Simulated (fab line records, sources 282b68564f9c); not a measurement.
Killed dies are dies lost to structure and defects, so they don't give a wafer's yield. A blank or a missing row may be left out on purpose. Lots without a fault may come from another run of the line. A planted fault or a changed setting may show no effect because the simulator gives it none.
Tool commonality check | flow rit_cmos | 14 lots, 42 wafers sampled

WHY IT WAS OPENED
At RIT_ACTIVE_CD_MEAS_11 the reading cd_nm is flagged on 2 of 14 lots. Wafers without a fault read 1400.2 nm, standard deviation 2.5.
Rule: a lot is flagged when every wafer of it that has a number lies more than 4 standard deviations from that mean, or none has a number. The other lots count as sound.

lot  | measured    | on        | cd_nm (nm), wafer by wafer | flag
L366 | day 1 15:48 | cd_sem-01 | 1403.4 1404.3 1403.5       |
L367 | day 1 20:10 | cd_sem-01 | 1402.1 1402.1 1401.5       |
L369 | day 2 05:35 | cd_sem-01 | 1398.2 1397.7 1398.4       |
L371 | day 2 15:53 | cd_sem-01 | 1401.5 1401.7 1401.2       |
L372 | day 2 22:27 | cd_sem-01 | 1403.2 1403.4 1401.8       |
L375 | day 3 13:01 | cd_sem-02 | 1405.1 1403.8 1402.7       |
L377 | day 3 21:34 | cd_sem-01 | 1402.2 1399.4 1400.6       |
L378 | day 4 02:49 | cd_sem-01 | 1398.4 1399.5 1400.7       |
L379 | day 4 10:31 | cd_sem-01 | 1398.4 1396.9 1395.6       |
L380 | day 4 12:36 | cd_sem-01 | 1328.5 1330.6 1328.1       | FLAGGED
L381 | day 4 20:07 | cd_sem-01 | 1331.5 1329.4 1332.7       | FLAGGED
L387 | day 6 01:17 | cd_sem-01 | 1402.1 1402.1 1400.3       |
L388 | day 6 05:31 | cd_sem-02 | 1398.0 1397.1 1394.9       |
L389 | day 6 09:33 | cd_sem-01 | 1402.7 1402.4 1401.3       |
The numbers of the flagged lots are 1330.1 nm on average: -70.1 nm against the usual, or -28 standard deviations.

WHICH TOOL RAN EACH LOT
The record holds 1 process step before the reading, out of a route of 202 steps. In each cell: the tool, then ch and the chambers that the sampled wafers went through, then the start.
lot  | flag    | RIT_ACTIVE_COAT_06
L366 |         | litho_track-02 ch 0, day 1 14:59
L367 |         | litho_track-02 ch 0, day 1 19:28
L369 |         | litho_track-03 ch 0, day 2 04:46
L371 |         | litho_track-03 ch 0, day 2 15:11
L372 |         | litho_track-01 ch 0, day 2 21:43
L375 |         | litho_track-03 ch 0, day 3 12:20
L377 |         | litho_track-02 ch 0, day 3 20:44
L378 |         | litho_track-01 ch 0, day 4 02:00
L379 |         | litho_track-01 ch 0, day 4 09:41
L380 | FLAGGED | litho_track-03 ch 0, day 4 11:47
L381 | FLAGGED | litho_track-03 ch 0, day 4 19:10
L387 |         | litho_track-01 ch 0, day 6 00:28
L388 |         | litho_track-01 ch 0, day 6 04:42
L389 |         | litho_track-02 ch 0, day 6 08:47
What these steps do:
- RIT_ACTIVE_COAT_06: resist thk 1000 nm.
- RIT_ACTIVE_CD_MEAS_11: target cd 1400 nm.

FLAGGED OVER TOTAL, TOOL BY TOOL (the gauges that took the reading come last)
step                  | tool           | lots run | flagged | share of the flagged lots | sound lots run after its first flagged lot
RIT_ACTIVE_COAT_06    | litho_track-01 | 5        | 0       | none                      | -
RIT_ACTIVE_COAT_06    | litho_track-02 | 4        | 0       | none                      | -
RIT_ACTIVE_COAT_06    | litho_track-03 | 5        | 2       | all                       | 0
RIT_ACTIVE_CD_MEAS_11 | cd_sem-01      | 12       | 2       | all                       | 2 (L387,L389)
RIT_ACTIVE_CD_MEAS_11 | cd_sem-02      | 2        | 0       | none                      | -

WHAT THE TABLE ALLOWS
2 rows of the table ran every flagged lot: litho_track-03 at RIT_ACTIVE_COAT_06, cd_sem-01 at RIT_ACTIVE_CD_MEAS_11.
- litho_track-03 at RIT_ACTIVE_COAT_06: 2 of its 5 lots flagged. Its last sound lot is L375 (day 3 12:20), its first flagged lot L380 (day 4 11:47): a fault that began between those two fits.
- cd_sem-01 at RIT_ACTIVE_CD_MEAS_11: 2 of its 12 lots flagged. Sound lots ran on it after the first flagged one (L387, L389), which a lasting fault on the whole tool wouldn't allow.
One tool is left: litho_track-03 at RIT_ACTIVE_COAT_06.

WHAT THE SIMULATOR HAD PUT IN
Process parameter drift: litho_track-03, from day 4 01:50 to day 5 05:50, at RIT_ACTIVE_COAT_06. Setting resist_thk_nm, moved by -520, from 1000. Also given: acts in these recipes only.
Lots struck among those shown: L380, L381. The rule above found the same.
